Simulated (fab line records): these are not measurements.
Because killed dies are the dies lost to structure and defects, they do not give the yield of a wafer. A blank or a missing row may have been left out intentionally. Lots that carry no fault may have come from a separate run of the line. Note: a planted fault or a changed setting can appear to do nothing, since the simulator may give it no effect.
Comparing a struck lot with a sound one | flow berkeley cmos170 | 17 out of 331 route steps
Sound: the wafers L184.3, L184.4, L184.6. Struck: wafer L195.6 (L195.1, L195.2, from the same lot, were not struck and are left out); the cause is given at the end.
Per side, at each step with rows, come the tool, then ch with its chambers, and then its first start. Under that, the readings that differ: sound wafers | struck wafers | difference of the means | sigmas: that difference in standard deviations of wafers without a fault.
alike: words and numbers the same on both sides, and readings whose means are apart by under 2 such deviations; not compared: readings that were withheld, readings missing a value for some wafer, numbers with overlapping values and no deviation given by the record, and bounds like >300 which may hide the same value.
A row with sigmas, a row that says differs or no value, or rows on one side alone: a step with any of these is where the two part. Numbers that don't overlap but have no deviation are shown without sigmas and don't part them. A reading missing from all wafers of one side parts the sides only when that side holds two or more wafers.

UCB170_V2_CMP_02: polishes SiO2.
  sound on cmp-01 ch 0,2, day 8 21:20; struck on cmp-02 ch 3, day 10 13:42
  alike: motor current A
UCB170_V2_BOW_MEAS_03:
  struck on film metro-04, day 10 13:57; sound on film metro-02, day 8 21:37
  alike: V2_BOW
UCB170_V2_THK_MEAS_04:
  struck on film metro-04, day 10 14:04; sound on film metro-02, day 8 21:43
  alike: V2_POLISHED_THK
then, 7 steps without rows for these wafers: UCB170_V2_CLEAN_05 (cleans in DIW); UCB170_V2_HMDS_06 (prime time 60 s); UCB170_V2_COAT_07 (resist thk 900 nm); UCB170_V2_SOFTBAKE_08 (time 60 s); UCB170_V2_EXPOSE_09 (exposes mask VIA2, target cd 700 nm); UCB170_V2_PEB_10; UCB170_V2_DEVELOP_11 (develop time 45 s).
UCB170_V2_CD_MEAS_12 targets a cd of 700 nm.
  struck on cd sem-02, day 10 15:52; sound on cd sem-01, day 9 01:54
  alike: cd nm
UCB170_V2_OVL_MEAS_13:
  struck on overlay-01, day 10 15:59; sound on overlay-02, day 9 01:59
  alike: V2_OVL
UCB170_V2_ETCH_14: etches SiO2 in CHF3/CF4/Ar, stops on Al, target depth 1250 nm, time 291 s.
  sound on rie diel-01 ch 0,1,2, day 9 02:01; struck on rie diel-01 ch 0, day 10 16:01
  reading                               | sound             | struck | difference | sigmas
  model.KrF_of_V2_COAT_07.thk nm (nm)   | 611.4 613.9 604.5 | 463.9  | -146.0     |
  model.V2.feature depth nm (nm)        | 1001 999.6 1001   | 1015   | +14        |
  model.Al_of_M2_SPUTTER_01.thk nm (nm) | 913.3 913.4 907.5 | 885.4  | -26.0      |
  alike: drypump motor current A, oes product au, throttle valve pct
  not compared: rf hours counter h
UCB170_V2_STRIP_15: strips in O2.
  sound on plasma asher-03 ch 0,1, day 9 02:14; struck on plasma asher-04 ch 0, day 10 16:11
  reading                      | sound             | struck | difference | sigmas
  strip time to endpoint s (s) | 15.36 15.40 15.17 | 11.86  | -3.45      | -29
  alike: drypump motor current A, oes product au
  not compared: rf hours counter h
UCB170_V2_CD_MEAS_90 targets a cd of 700 nm.
  struck on cd sem-02, day 10 16:17; sound on cd sem-02, day 9 02:20
  reading    | sound             | struck | difference | sigmas
  cd nm (nm) | 701.1 701.5 701.1 | 704.8  | +3.6       | +3
then, 1 step without rows for these wafers: UCB170_M3_PRE_CLEAN_00 (preclean etch time 60 s).
UCB170_M3_PROBE_99:
  the record has rows for the struck wafers here (prober-01, day 10 21:07) and none for the sound ones

== WHERE THEY PART ==
First at UCB170_V2_STRIP_15; last, within this record, at UCB170_M3_PROBE_99.

WHY: the cause the simulator had injected
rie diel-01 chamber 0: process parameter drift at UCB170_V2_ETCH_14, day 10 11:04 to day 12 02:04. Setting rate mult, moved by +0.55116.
